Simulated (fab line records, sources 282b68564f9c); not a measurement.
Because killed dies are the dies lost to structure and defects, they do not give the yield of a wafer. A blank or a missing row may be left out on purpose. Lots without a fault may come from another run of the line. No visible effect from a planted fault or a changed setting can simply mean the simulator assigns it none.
Comparing a struck lot with a sound one / flow rit cmos / 27 steps out of a route of 202
Sound: the wafers L567.1, L567.5, L567.6. Wafers struck: L573.1, L573.3, L573.6. The cause is given at the end.
Per side, at each step with rows, come the tool, then ch with its chambers, and then its first start. Under that, the readings that differ: sound wafers / struck wafers / difference of the means / sigmas: that difference in standard deviations of wafers without a fault.
alike: readings whose means differ by less than 2 such deviations, and words and numbers that are the same on both sides. not compared: withheld readings, readings that some wafer has no value for, bounds like >300 that may hide the same value, and numbers for which the record gives no deviation and whose values overlap.
A row with sigmas, a row that says differs or no value, or rows on one side alone: a step with any of these is where the two part. Numbers that have no deviation but don't overlap get no sigmas and don't part them. Lack of a reading on every wafer of one side parts them only where that side has two or more wafers.

first, 4 steps without rows for these wafers: RIT_CONTACT_SOFTBAKE_04 (time 60 s); RIT_CONTACT_EXPOSE_05 (exposes mask M11, target cd 1000 nm); RIT_CONTACT_PEB_06; RIT_CONTACT_DEVELOP_07 (develop time 120 s).
RIT_CONTACT_CD_MEAS_08 targets a cd of 1000 nm.
  sound on cd sem-01, day 4 10:17; struck on cd sem-02, day 5 18:38
  alike: cd nm
RIT_CONTACT_OVL_MEAS_09:
  sound on overlay-01, day 4 10:24; struck on overlay-01, day 5 18:46
  alike: CONTACT_OVL
then, 1 step without rows for these wafers: RIT_CONTACT_HARDBAKE_10 (time 60 s).
RIT_CONTACT_ETCH_11: etches SiO2 in CHF3/CF4/Ar, stops on TiSi2, target depth 480 nm, time 320 s.
  sound on rie diel-02 ch 1,2, day 4 10:35; struck on rie diel-03 ch 2,3, day 5 18:57
reading=oes product au (a.u.); sound=1.032 0.989 1.024; struck=0.964 0.987 0.966; difference=-0.043; sigmas=-2
  alike: chamber pressure mTorr, drypump motor current A, throttle valve pct
  not compared: rf hours counter h
RIT_CONTACT_STRIP_12: strips in O2, time 180 s.
  sound on plasma asher-01 ch 0,1, day 4 10:47; struck on plasma asher-01 ch 1, day 5 19:08
  alike: chamber pressure mTorr, drypump motor current A
  not compared: rf hours counter h
RIT_CONTACT_CD_MEAS_90 targets a cd of 1000 nm.
  sound on cd sem-01, day 4 10:58; struck on cd sem-01, day 5 19:19
  alike: cd nm
then, 2 steps without rows for these wafers: RIT_CONTACT_CLEAN_13 (cleans in SC1, time 600 s); RIT_CONTACT_CLEAN_14 (cleans in SC2, time 600 s).
RIT_M1_SPUTTER_00: material Al, target thk 400 nm, time 500 s.
  sound on pvd sputter-02, day 4 11:26; struck on pvd sputter-02, day 5 19:48
reading=model.Al_of_M1_SPUTTER_00.thk nm (nm); sound=401.5 405 401.3; struck=288.4 287.8 284.2; difference=-115.8; sigmas=
  alike: chamber pressure pa, throttle valve pct
RIT_M1_RS_MEAS_01: measures by four-point-probe.
  sound on film metro-02, day 4 11:43; struck on film metro-04, day 5 20:06
reading=M1_AL_RS (ohm/sq); sound=0.0734 0.0727 0.0731; struck=0.1028 0.1032 0.1044; difference=+0.0304; sigmas=+38
RIT_M1_THK_MEAS_02: measures by xrf.
  sound on film metro-02, day 4 11:50; struck on film metro-04, day 5 20:13
reading=M1_AL_THK (nm); sound=398 405 400; struck=291 289 287; difference=-112; sigmas=-22
then, 6 steps without rows for these wafers: RIT_M1_HMDS_03 (prime time 60 s); RIT_M1_COAT_04 (resist thk 1300 nm); RIT_M1_SOFTBAKE_05 (time 60 s); RIT_M1_EXPOSE_06 (exposes mask M12, target cd 2600 nm); RIT_M1_PEB_07; RIT_M1_DEVELOP_08 (develop time 68 s).
RIT_M1_CD_MEAS_09 targets a cd of 2600 nm.
  sound on cd sem-02, day 4 12:55; struck on cd sem-02, day 5 21:11
  alike: cd nm
RIT_M1_OVL_MEAS_10:
  sound on overlay-01, day 4 13:02; struck on overlay-01, day 5 21:18
  alike: M1_OVL
then, 1 step without rows for these wafers: RIT_M1_HARDBAKE_11 (time 120 s).
RIT_M1_METAL_ETCH_12: etches Al in Cl2/BCl3, stops on SiO2, time 165 s, target depth 600 nm.
  sound on rie metal-01 ch 0,1, day 4 13:19; struck on rie metal-01 ch 0, day 5 21:35
reading=oes product au (a.u.); sound=0.805 0.812 0.790; struck=0.666 0.658 0.660; difference=-0.141; sigmas=-11
  alike: chamber pressure mTorr, drypump motor current A, throttle valve pct
  not compared: rf hours counter h
then, 1 step without rows for these wafers: RIT_M1_STRIP_13 (strips in nmp, time 600 s).
RIT_M1_PROBE_99:
  sound on prober-02, day 4 15:34; struck on prober-02, day 5 23:51
reading=model.etest.m1.rs ohm sq; sound=0.07215 0.07141 0.07265; struck=0.1003 0.101 0.1018; difference=+0.0290; sigmas=
reading=model.etest.antenna m1.vt shift v (V); sound=-0.006818 -0.009585 -0.01087; struck=-0.01129 -0.01875 -0.0175; difference=-0.00676; sigmas=
  alike: defect limited yield, killed at front end, killed dies, killed open, killed short, sort_bin_3_pad_short, sort_bin_5_function, sort_bin_6_memory, sort n pass, sort yield pct

WHERE THEY PART
At RIT_CONTACT_ETCH_11 first; at RIT_M1_METAL_ETCH_12 last (within this record only). Later steps at which nothing parts them and some readings are alike: RIT_M1_PROBE_99.

WHY: what had been put in by the simulator
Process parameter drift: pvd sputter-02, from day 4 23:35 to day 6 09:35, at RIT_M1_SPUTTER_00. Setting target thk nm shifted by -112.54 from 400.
